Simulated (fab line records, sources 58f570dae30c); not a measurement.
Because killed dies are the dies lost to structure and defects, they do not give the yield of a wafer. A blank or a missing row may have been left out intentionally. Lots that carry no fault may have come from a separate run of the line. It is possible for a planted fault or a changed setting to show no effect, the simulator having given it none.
Problem report, 8D (eight disciplines) form, completed by code ; flow berkeley cmos170 ; the parts of the form that need people (team, actions taken, sign-off) are left out

1. THE ISSUE
Wafers free of any fault read 1013 (standard deviation 7.2) for PLDD_TW at UCB170_PLDD_TW_MEAS_11, against a mean of 974 on 6 wafers of 2 lots. That puts it -5.4 standard deviations away from the usual mean.
First seen on wafer L333.2, day 10 09:19, on film metro-03. The record holds 42 wafers of 14 lots with a number at this step. The rule behind "out" and "out of limits": a value lying over 4 standard deviations away from the usual mean. All remaining wafers that have a number are taken as sound.

2. WHAT IT IS; WHAT IT IS NOT
question;is;is not
which readings at this step;PLDD_TW;-
which lots;L333, L335;L315, L317, L318, L319, L320, L321, L322, L323, L327, L329, L336, L337
which wafers of those lots;all that have a number;-
read on which gauges;film metro-03;film metro-02, film metro-04
when;from day 10 09:19;"up to then (30 sound wafers); but 6 sound wafers of L336, L337 came after"

3. WHAT RULES OUT EACH SUSPECT
Counting: a tool at a process step up to the reading stays a suspect if it ran every lot that is out and no sound lot after the first of them.
- the gauge at UCB170_PLDD_TW_MEAS_11 has been ruled out. All the wafers that are out were read on film metro-03, but those of them that UCB170_PLDD_IMPLANT_08 has rows for are out there too, on other tools.
- implanter-03 at UCB170_PLDD_IMPLANT_08: kept. Every lot that is out went through it, starting with L333 (day 10 08:55), and after that it ran no sound lot; the last sound lot it ran before then is L327 (day 8 11:17). On those wafers its own readings are out: beam on s, faraday current uA.
Remaining after the count: implanter-03 at UCB170_PLDD_IMPLANT_08.

4. THE CAUSE (what the simulator had put in)
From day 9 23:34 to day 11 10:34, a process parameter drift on implanter-03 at UCB170_PLDD_IMPLANT_08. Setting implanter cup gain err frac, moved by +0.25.
Counting left only this tool.

5. THE EFFECT CHAIN, in route order
Each row: a reading whose mean over the struck wafers that have a number lies more than 3 standard deviations from the usual. Scope: only readings with a usual standard deviation given in the record; hours: median across lots of the time from each lot's start at the first step in this table that gives one to its start at this step; sigmas: change in usual standard deviations.
hours;step;reading;usual;on struck wafers;change;sigmas
0;UCB170_PLDD_IMPLANT_08;beam on s;10.03 s;7.98;-2.05;-9.8
0;UCB170_PLDD_IMPLANT_08;faraday current uA;158;199;+41;+12
0;UCB170_PLDD_TW_MEAS_11;PLDD_TW;1013;974;-39;-5.4
12;UCB170_SDANNEAL_RS_MEAS_04;PLDD_RS;1031 ohm/sq;1122;+91;+29
Process steps it contains:
- UCB170_PLDD_IMPLANT_08

6. HOW IT WOULD HAVE BEEN CAUGHT EARLIER
Counted from the fault's start at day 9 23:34, it took 10 hours until the first out-of-limits reading at a measuring or inspecting step in this record, taken at day 10 09:19.
The tool's own readings at UCB170_PLDD_IMPLANT_08 were out on every struck wafer that the step has a row for (beam on s, faraday current uA): an alarm limit on them would have fired on the first of those.
L335, from the lots that are out (2), started UCB170_PLDD_IMPLANT_08 on implanter-03 later than day 10 09:19. A hold on the tool at that time would have spared it.
